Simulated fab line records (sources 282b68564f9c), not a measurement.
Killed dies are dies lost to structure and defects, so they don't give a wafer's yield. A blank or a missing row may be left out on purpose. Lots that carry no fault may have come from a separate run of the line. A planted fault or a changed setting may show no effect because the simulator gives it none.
Which of the tools did it? -- flow rit_cmos -- 14 lots, 42 wafers sampled, at 2 steps of a route of 202

WHAT THE GAUGES READ, wafer by wafer
The record holds no reading of a measuring or inspecting step that can be judged against a usual standard deviation.

EACH LOT AND THE TOOL THAT RAN IT (in order: tool; ch and the chambers of the sampled wafers; start)
lot,RIT_PLDD_STRIP_09,RIT_M1_PROBE_99
L113,"plasma_asher-01 ch 0,1, day 3 06:04",-
L117,"plasma_asher-02 ch 0, day 3 21:04",-
L118,"plasma_asher-02 ch 0,1, day 4 02:25",-
L119,"plasma_asher-02 ch 0,1, day 4 09:00",-
L120,"plasma_asher-03 ch 0,1, day 4 11:49",-
L121,"plasma_asher-01 ch 0,1, day 4 14:22",-
L122,"plasma_asher-03 ch 0,1, day 4 23:44",-
L123,"plasma_asher-02 ch 0,1, day 5 02:46",-
L124,"plasma_asher-03 ch 0,1, day 5 03:34",-
L125,"plasma_asher-03 ch 0,1, day 5 13:05",-
L127,"plasma_asher-01 ch 0,1, day 6 06:13",-
L129,"plasma_asher-01 ch 0,1, day 6 11:38","prober-02, day 7 02:40"
L130,"plasma_asher-01 ch 0,1, day 7 01:50","prober-01, day 7 15:53"
L132,"plasma_asher-01 ch 0,1, day 7 17:23","prober-01, day 8 07:14"
- RIT_PLDD_STRIP_09: strips in O2, time 180 s.
- RIT_M1_PROBE_99

AS READ BY THE TOOLS THEMSELVES (means over the sampled wafers that have a number; for cases with no such wafer, the mark the record gives instead)
RIT_PLDD_STRIP_09.
lot,tool,drypump_motor_current_A (A)
L113,plasma_asher-01,5.1
L117,plasma_asher-02,5.8
L118,plasma_asher-02,5.7
L119,plasma_asher-02,5.7
L120,plasma_asher-03,6.1
L121,plasma_asher-01,5.6
L122,plasma_asher-03,6.1
L123,plasma_asher-02,5.7
L124,plasma_asher-03,6.1
L125,plasma_asher-03,6.2
L127,plasma_asher-01,5.6
L129,plasma_asher-01,5.6
L130,plasma_asher-01,5.6
L132,plasma_asher-01,5.6

RIT_M1_PROBE_99.
lot,tool,killed_at_contacts,killed_at_front_end,killed_dies,killed_on_rim,killed_open,killed_short
L129,prober-02,0.0,5.3,5.3,2.0,2.0,3.3
L130,prober-01,0.0,39.7,39.7,10.0,2.0,2.7
L132,prober-01,0.0,41.3,41.3,9.3,2.0,3.0

THE ANSWER, worked out from the rows above alone
Rule: the usual values come from the lots themselves. The widest of any qualifying gaps counts: lots, ordered by their means at a reading, are off when they make up no more than a third of the lots, leave a main group of 4 or more, and stand apart from it by 3 or more times the standard deviation of that group's means. A main group whose means are all the same, to the digits that the tables above print for the reading, isn't used. Also off: a lot with no number at a reading for which 4 or more lots have one. Any other lot the step has rows for is counted as sound. Order of review: gauges by route order, followed by the tools' own readings, for which a lot's mean as printed above is used. The first step at which some lot is off is used, and at that step the reading that is off furthest; a lot without a number counts as furthest.
No lot is off at any reading shown: from this, nothing can be told.

WHAT WAS PUT IN BY THE SIMULATOR
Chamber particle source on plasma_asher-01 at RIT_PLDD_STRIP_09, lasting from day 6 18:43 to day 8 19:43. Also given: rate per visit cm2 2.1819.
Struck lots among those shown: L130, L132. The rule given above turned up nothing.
